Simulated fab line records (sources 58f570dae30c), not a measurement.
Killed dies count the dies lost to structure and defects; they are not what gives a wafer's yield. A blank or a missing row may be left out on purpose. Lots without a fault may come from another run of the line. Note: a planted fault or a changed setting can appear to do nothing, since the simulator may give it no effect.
A struck lot beside a sound one | flow berkeley-cmos170 | 16 out of 331 route steps
Sound: the wafers L898.2, L898.4, L898.5. The struck wafers were L895.1, L895.3, L895.6. At the end, the cause is stated.
For every step that has rows: the tool of each side, followed by ch and its chambers, followed by its first start. Under that, the readings that differ: sound wafers | struck wafers | difference of the means | sigmas: that difference in standard deviations of wafers without a fault.
alike: a reading whose means differ by less than 2 such deviations, as well as words and numbers matching on both sides. not compared: withheld readings; readings where some wafer has no value; bounds like >300 that might hide an equal value; numbers whose values overlap and for which the record gives no deviation.
Wherever a step has rows on one side only, a row that says differs or no value, or a row with sigmas, the two part there. Numbers that have no deviation but don't overlap get no sigmas and don't part them. A reading missing from all wafers of one side parts the sides only when that side holds two or more wafers.

UCB170_NWELL_THK_MEAS_02:
  sound on film-metro-04, day 5 01:52; struck on film-metro-02, day 4 15:37
  reading              | sound          | struck         | difference | sigmas
  NWELL_OXIDE_THK (nm) | 26.0 26.2 25.8 | 27.4 27.0 27.1 | +1.2       | +3
then, 2 steps without rows for these wafers: UCB170_NWELL_ANNEAL_03 (time 900 s); UCB170_NWELL_CVD_04 (deposits Si3N4 from SiH2Cl2/NH3, target thk 224 nm, time 3360 s).
UCB170_NWELL_THK_MEAS_05:
  sound on film-metro-04, day 5 10:31; struck on film-metro-01, day 4 22:10
  alike: NWELL_NITRIDE_THK
then, 6 steps without rows for these wafers: UCB170_NWELL_HMDS_06 (prime time 60 s); UCB170_NWELL_COAT_07 (resist thk 900 nm); UCB170_NWELL_SOFTBAKE_08 (time 60 s); UCB170_NWELL_EXPOSE_09 (exposes mask NWELL, target cd 3000 nm); UCB170_NWELL_PEB_10; UCB170_NWELL_DEVELOP_11 (develop time 45 s).
UCB170_NWELL_OVL_MEAS_12:
  sound on overlay-01, day 5 11:51; struck on overlay-01, day 4 23:11
  alike: NWELL_OVL
UCB170_NWELL_ETCH_13: etches Si3N4 in CH3F/Ar/O2, stops on SiO2, target depth 246.4 nm, time 154 s.
  sound on rie-diel-03 ch 0,1, day 5 11:53; struck on rie-diel-04 ch 2,3, day 4 23:13
  alike: drypump-motor-current-A, oes-product-au, throttle-valve-pct
  not compared: rf-hours-counter-h
UCB170_NWELL_IMPLANT_14:
  sound on implanter-03 ch 0, day 5 12:01; struck on implanter-01 ch 0, day 4 23:20
  reading            | sound                           | struck                           | difference  | sigmas
  dose-ions-cm2      | 9.991e+12 1.0019e+13 1.0004e+13 | 1.1598e+13 1.1602e+13 1.1579e+13 | +1.5883e+12 | +99 or more
  faraday-current-uA | 31.7 32.0 32.6                  | 35.2 37.0 36.0                   | +4.0        | +6
UCB170_NWELL_STRIP_15: strips in O2.
  sound on plasma-asher-02 ch 0,1, day 5 12:08; struck on plasma-asher-02 ch 0, day 4 23:29
  alike: drypump-motor-current-A, oes-product-au, strip-time-to-endpoint-s
  not compared: rf-hours-counter-h
UCB170_NWELL_TW_MEAS_16:
  sound on film-metro-02, day 5 12:14; struck on film-metro-04, day 4 23:48
  reading  | sound          | struck         | difference | sigmas
  NWELL_TW | 1256 1251 1254 | 1303 1303 1301 | +49        | +6
  not compared: hold
UCB170_M3_PROBE_99:
  the record holds rows for the sound wafers here (prober-02, day 11 18:10) but none for the struck ones

## WHERE THEY PART
Last at UCB170_M3_PROBE_99 as far as this record goes, first at UCB170_NWELL_THK_MEAS_02.

WHY: the cause the simulator had injected
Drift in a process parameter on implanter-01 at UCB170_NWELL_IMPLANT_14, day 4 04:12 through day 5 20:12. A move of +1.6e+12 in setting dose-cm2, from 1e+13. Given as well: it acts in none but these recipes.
